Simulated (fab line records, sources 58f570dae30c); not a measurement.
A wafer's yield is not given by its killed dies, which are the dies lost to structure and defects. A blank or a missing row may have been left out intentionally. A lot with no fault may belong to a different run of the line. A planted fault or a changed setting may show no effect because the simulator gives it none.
What tool caused it?    flow berkeley cmos170    7 lots, 21 wafers sampled, at 2 steps of a route of 331

WHAT THE GAUGES READ, wafer by wafer
UCB170_NLDD_TW_MEAS_11.
lot   measured      on             NLDD_TW
L264  day 7 15:58   film metro-03  2227 2236 2211
L271  day 9 08:30   film metro-02  2192 2192 2191
L270  day 9 08:16   film metro-03  2238 2225 2240
L272  day 9 17:43   film metro-02  2187 2184 2202
L274  day 10 00:37  film metro-03  2215 2222 2220
L283  day 12 02:27  film metro-03  2240 2237 2234
L285  day 12 04:10  film metro-02  2198 2183 2194

WHAT TOOL EACH LOT RAN ON (gives the tool, then ch and the chambers of the sampled wafers, and finally the start)
lot   UCB170_NLDD_IMPLANT_09
L264  implanter-04 ch 0, day 7 15:36
L271  implanter-01 ch 0, day 9 08:15
L270  implanter-03 ch 0, day 9 08:01
L272  implanter-04 ch 0, day 9 17:28
L274  implanter-03 ch 0, day 10 00:22
L283  implanter-04 ch 0, day 12 02:14
L285  implanter-03 ch 0, day 12 03:57
- UCB170_NLDD_IMPLANT_09

THE ANSWER, worked out from the rows above alone
Rule: usual is defined by the lots themselves. The widest of any qualifying gaps counts: lots, ordered by their means at a reading, are off when they make up no more than a third of the lots, leave a main group of 4 or more, and stand apart from it by 3 or more times the standard deviation of that group's means. Not used: any main group whose means are identical at the precision the tables above print for the reading. A lot without any number at a reading at which 4 lots or more have one is off too. The other lots that the step has rows for count as sound.
No lot is off at any reading shown: from this, nothing can be told.

WHAT THE SIMULATOR HAD INSERTED
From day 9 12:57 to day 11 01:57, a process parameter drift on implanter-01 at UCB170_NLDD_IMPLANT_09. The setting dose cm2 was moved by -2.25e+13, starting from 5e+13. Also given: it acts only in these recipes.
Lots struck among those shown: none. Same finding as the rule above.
